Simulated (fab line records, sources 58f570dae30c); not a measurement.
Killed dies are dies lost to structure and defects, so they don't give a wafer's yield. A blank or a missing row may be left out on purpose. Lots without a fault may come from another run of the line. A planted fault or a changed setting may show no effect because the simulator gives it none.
One fault seen from 2 desks | flow berkeley_cmos170 | each desk has only its own numbers; what lay behind them comes last

THE METROLOGY DESK
What the gauges read, lot by lot, whatever tool the lot ran on: means of the sampled wafers that have a number. A lot is out of limits, marked OUT, if its mean lies more than 4 standard deviations from the usual mean; the brackets give that distance.
Columns: A = GATE_OVL at UCB170_GATE_OVL_MEAS_13, usual -3 nm; B = cd_nm at UCB170_NSD_CD_MEAS_06, usual 1200.1 nm; C = M3_BOW at UCB170_M3_BOW_MEAS_20, usual 35 um
lot  | first seen here | A   | B      | C
L615 | day 6 14:29     | -2  | 1199.2 | 38
L617 | day 7 03:05     | -9  | 1199.1 | 35
L616 | day 7 03:21     | -3  | 1199.8 | 29
L619 | day 7 21:23     | -3  | 1200.2 | 40
L621 | day 8 03:02     | -3  | 1199.8 | 38
L622 | day 8 13:45     | -1  | 1200.2 | 27
L623 | day 8 20:17     | -6  | 1199.4 | 28
L624 | day 8 20:32     | 0   | 1203.8 | 31
L626 | day 9 13:34     | -10 | 1200.3 | 39
L628 | day 10 02:58    | -5  | 1197.9 | 37
L633 | day 10 16:41    | -6  | 1200.8 | 36
L631 | day 10 17:14    | -4  | 1201.5 | 36
L634 | day 11 02:15    | -3  | 1200.8 | 36
L635 | day 11 02:30    | -0  | 1199.9 | 36
This desk's finding: nothing out of limits on any of the 14 lots.

THE TOOL OWNER'S DESK: litho_track-02
The tool's own readings at UCB170_M3_PEB_13: means of the sampled wafers that have a number, for each lot that ran on this tool. A lot is out of limits, marked OUT, if its mean lies more than 4 standard deviations from the usual mean; the brackets give that distance.
Columns: A = heater_power_total_W at UCB170_M3_PEB_13, usual 56.80 W
lot  | first seen here | A
L621 | day 9 17:10     | 56.77
L624 | day 10 12:29    | 56.81
L628 | day 11 16:23    | 57.19 (+8.7) OUT
L631 | day 12 10:08    | 57.24 (+9.9) OUT
This desk's finding: out of limits on L628, L631; first on L628, day 11 16:23 (heater_power_total_W at UCB170_M3_PEB_13). In limits: L621, L624.

PUT TOGETHER
The tool owner's desk could have raised an alarm at day 11 16:23, on L628, L631.
The metrology desk saw nothing out of limits.
The metrology desk has L628, L631 on record, within its limits.
Of the lots named, all ran UCB170_M3_PEB_13 on litho_track-02.

WHAT THE SIMULATOR HAD PUT IN
Process parameter drift: litho_track-02, from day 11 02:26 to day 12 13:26, at UCB170_M3_PEB_13. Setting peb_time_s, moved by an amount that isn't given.
Lots struck among those shown: L628, L631.
Hours from the fault's start to each desk's first reading out of limits: the tool owner's desk, 14.
